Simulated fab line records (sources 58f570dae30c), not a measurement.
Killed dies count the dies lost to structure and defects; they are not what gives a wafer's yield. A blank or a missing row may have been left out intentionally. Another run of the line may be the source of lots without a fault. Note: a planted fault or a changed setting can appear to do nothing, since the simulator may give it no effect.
A lot that was struck, set against a sound lot    flow berkeley cmos170    44 steps out of a route of 331
Sound: wafers L860.4, L860.5, L860.6. The struck wafers were L880.2, L880.3, L880.6. The cause is named last.
For every step that has rows: the tool of each side, followed by ch and its chambers, followed by its first start. Under that, the readings that differ: sound wafers    struck wafers    difference of the means    sigmas: that difference in standard deviations of wafers without a fault.
alike: same words and numbers on both sides, and readings whose means sit less than 2 such deviations apart. not compared: any withheld reading, any reading some wafer has no value for, any bound like >300 that may hide the same value, and any number with overlapping values for which the record gives no deviation.
A row with sigmas, a row that says differs or no value, or rows on one side alone: a step with any of these is where the two part. Numbers that have no deviation but don't overlap get no sigmas and don't part them. A reading that every wafer of one side lacks parts them only if that side has two wafers or more.

first, 7 steps without rows for these wafers: UCB170_ACTIVE_CLEAN_17 (cleans in SPM, time 600 s); UCB170_PFIELD_HMDS_00 (prime time 60 s); UCB170_PFIELD_COAT_01 (resist thk 900 nm); UCB170_PFIELD_SOFTBAKE_02 (time 60 s); UCB170_PFIELD_EXPOSE_03 (exposes mask PFIELD, target cd 1500 nm); UCB170_PFIELD_PEB_04; UCB170_PFIELD_DEVELOP_05 (develop time 45 s).
UCB170_PFIELD_OVL_MEAS_06:
  struck on overlay-01, day 9 05:17; sound on overlay-02, day 4 15:40
  alike: PFIELD_OVL
following that, these wafers have no rows for 1 step: UCB170_PFIELD_IMPLANT_07.
UCB170_PFIELD_STRIP_08: strips in O2.
  sound on plasma asher-01 ch 0,1, day 4 15:52; struck on plasma asher-03 ch 1, day 9 05:28
  alike: drypump motor current A, oes product au, strip time to endpoint s
  not compared: rf hours counter h
UCB170_PFIELD_TW_MEAS_09:
  struck on film metro-01, day 9 05:35; sound on film metro-01, day 4 15:58
  alike: PFIELD_TW
then, 1 step without rows for these wafers: UCB170_FIELD_CLEAN_00 (cleans in dHF, time 7.5 s).
UCB170_FIELD_OXIDATION_01: target thk 558.3 nm, ox time 7200 s.
  sound on furnace-02 ch 0, day 4 21:37; struck on furnace-04 ch 0, day 9 09:19
reading                                       sound                 struck                difference  sigmas
spike tc centre C (C)                         1003.2 1003.1 1002.8  1023.3 1021.4 1023.9  +19.8       +20
spike tc load C (C)                           1024.6 1026.3 1025.3  1046.5 1046.4 1047.8  +21.5       +22
spike tc source C (C)                         1021.9 1022.1 1021.5  1044.4 1043.9 1043.6  +22.1       +15
tube center temp C (C)                        999.89 999.93 1000    1020 1020.1 1020.1    +20         +99 or more
tube_center_temp_C_max                        1001.8 1002.4 1002.4  1022.8 1022.4 1022.6  +20.4       +47
model.SiO2_of_FIELD_OXIDATION_01.thk nm (nm)  543 544.9 549.1       625 635.2 620.6       +81         
UCB170_FIELD_THK_MEAS_02:
  struck on film metro-02, day 9 12:20; sound on film metro-02, day 5 00:38
reading               sound        struck       difference  sigmas
FIELD_OXIDE_THK (nm)  543 545 549  625 635 621  +81         +9
then, 3 steps without rows for these wafers: UCB170_FIELD_ANNEAL_03 (time 1200 s); UCB170_FIELD_WET_ETCH_04 (etches SiO2 in dHF, time 61.03 s); UCB170_FIELD_WET_ETCH_05 (etches Si3N4 in H3PO4, time 12600 s).
UCB170_FIELD_WET_ETCH_06: etches SiO2 in BOE, time 22 s.
  sound on wet bench-03 ch 0, day 5 10:02; struck on wet bench-02 ch 1, day 9 22:34
reading                                       sound              struck             difference  sigmas
model.SiO2_of_FIELD_OXIDATION_01.thk nm (nm)  424.5 426.4 430.4  507.3 517.4 502.9  +82.1       
  alike: temp c
UCB170_FIELD_THK_MEAS_90:
  struck on film metro-02, day 9 22:35; sound on film metro-04, day 5 10:05
reading                      sound        struck       difference  sigmas
FIELD_OXIDE_LEFT_1_THK (nm)  425 427 430  508 517 503  +82         +9
then, 2 steps without rows for these wafers: UCB170_SACOX_CLEAN_00 (cleans in dHF, time 7.5 s); UCB170_SACOX_OXIDATION_01 (target thk 14.4 nm, ox time 2400 s).
UCB170_SACOX_THK_MEAS_02:
  struck on film metro-01, day 10 02:40; sound on film metro-02, day 5 13:48
  alike: SACOX_OXIDE_THK
then, 2 steps without rows for these wafers: UCB170_SCREENOX_WET_ETCH_00 (etches SiO2 in dHF, time 200 s); UCB170_SCREENOX_OXIDATION_01 (target thk 14.4 nm, ox time 2400 s).
UCB170_SCREENOX_THK_MEAS_02:
  struck on film metro-01, day 10 08:50; sound on film metro-04, day 5 18:28
  alike: SCREENOX_OXIDE_THK
then, 3 steps without rows for these wafers: UCB170_SCREENOX_ANNEAL_03 (time 900 s); UCB170_NVT_HMDS_00 (prime time 60 s); UCB170_NVT_COAT_01 (resist thk 900 nm).
UCB170_NVT_SOFTBAKE_02: time 62.46 s.
  sound on litho track-01 ch 0, day 6 00:05; struck on litho track-01 ch 0, day 10 13:08
  alike: plate sensor t centre C, plate sensor t edge C
then, 3 steps without rows for these wafers: UCB170_NVT_EXPOSE_03 (exposes mask PWELL, target cd 3000 nm); UCB170_NVT_PEB_04; UCB170_NVT_DEVELOP_05 (develop time 45 s).
UCB170_NVT_OVL_MEAS_06:
  struck on overlay-01, day 10 13:56; sound on overlay-02, day 6 00:36
  alike: NVT_OVL
following that, these wafers have no rows for 1 step: UCB170_NVT_IMPLANT_07.
UCB170_NVT_STRIP_08: strips in O2.
  sound on plasma asher-03 ch 0,1, day 6 00:48; struck on plasma asher-04 ch 0,1, day 10 14:07
  alike: drypump motor current A, oes product au, strip time to endpoint s
  not compared: rf hours counter h
UCB170_NVT_TW_MEAS_09:
  struck on film metro-01, day 10 14:14; sound on film metro-03, day 6 00:53
reading  sound        struck       difference  sigmas
NVT_TW   515 513 513  533 532 532  +19         +3
then, 6 steps without rows for these wafers: UCB170_NVT_CLEAN_10 (cleans in SPM, time 600 s); UCB170_PVT_HMDS_00 (prime time 60 s); UCB170_PVT_COAT_01 (resist thk 900 nm); UCB170_PVT_SOFTBAKE_02 (time 60 s); UCB170_PVT_EXPOSE_03 (exposes mask NWELL, target cd 3000 nm); UCB170_PVT_PEB_04.
UCB170_FIELD_THK_MEAS_91:
  struck on film metro-02, day 10 19:41; sound on film metro-03, day 6 02:58
reading                      sound        struck       difference  sigmas
FIELD_OXIDE_LEFT_2_THK (nm)  336 338 342  419 429 415  +82         +9
-- the record jumps here: 2 days lie between the struck wafers' starts before and after (it left off in module FIELD and takes up again in module M3, whose first step shown is number 331 of the route) --
UCB170_M3_PROBE_99:
  struck on prober-02, day 12 23:25; sound on prober-01, day 8 07:19
reading                              sound              struck             difference  sigmas
model.etest.pldd.line ohm um         1751 1753 1775     2114 2153 2111     +366        
model.etest.nldd.line ohm um         1204 1194 1184     1472 1484 1444     +273        
model.etest.nldd.width nm (nm)       635.9 635.7 633    530.4 514.4 532.5  -109.1      
model.etest.pldd.width nm (nm)       635 635.8 630.9    530 512.7 535      -108        
model.etest.pplus sal.width nm (nm)  720.6 725.6 717    636 609.5 633.5    -95         
model.etest.nplus sal.width nm (nm)  721.2 727.8 718.4  635.9 612.5 631.2  -95.9       
model.etest.nmos narrow.drive ua um  383.2 366.8 366.2  320.1 317.3 320.1  -52.9       
model.etest.pmos narrow.drive ua um  149.8 151.4 149.1  123.7 123 125.2    -26.1       

## WHERE THEY PART
First at UCB170_FIELD_OXIDATION_01; last, within this record, at UCB170_FIELD_THK_MEAS_91.

WHY: whatever the simulator had introduced
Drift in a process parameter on furnace-04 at UCB170_FIELD_OXIDATION_01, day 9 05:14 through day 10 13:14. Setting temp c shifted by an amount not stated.
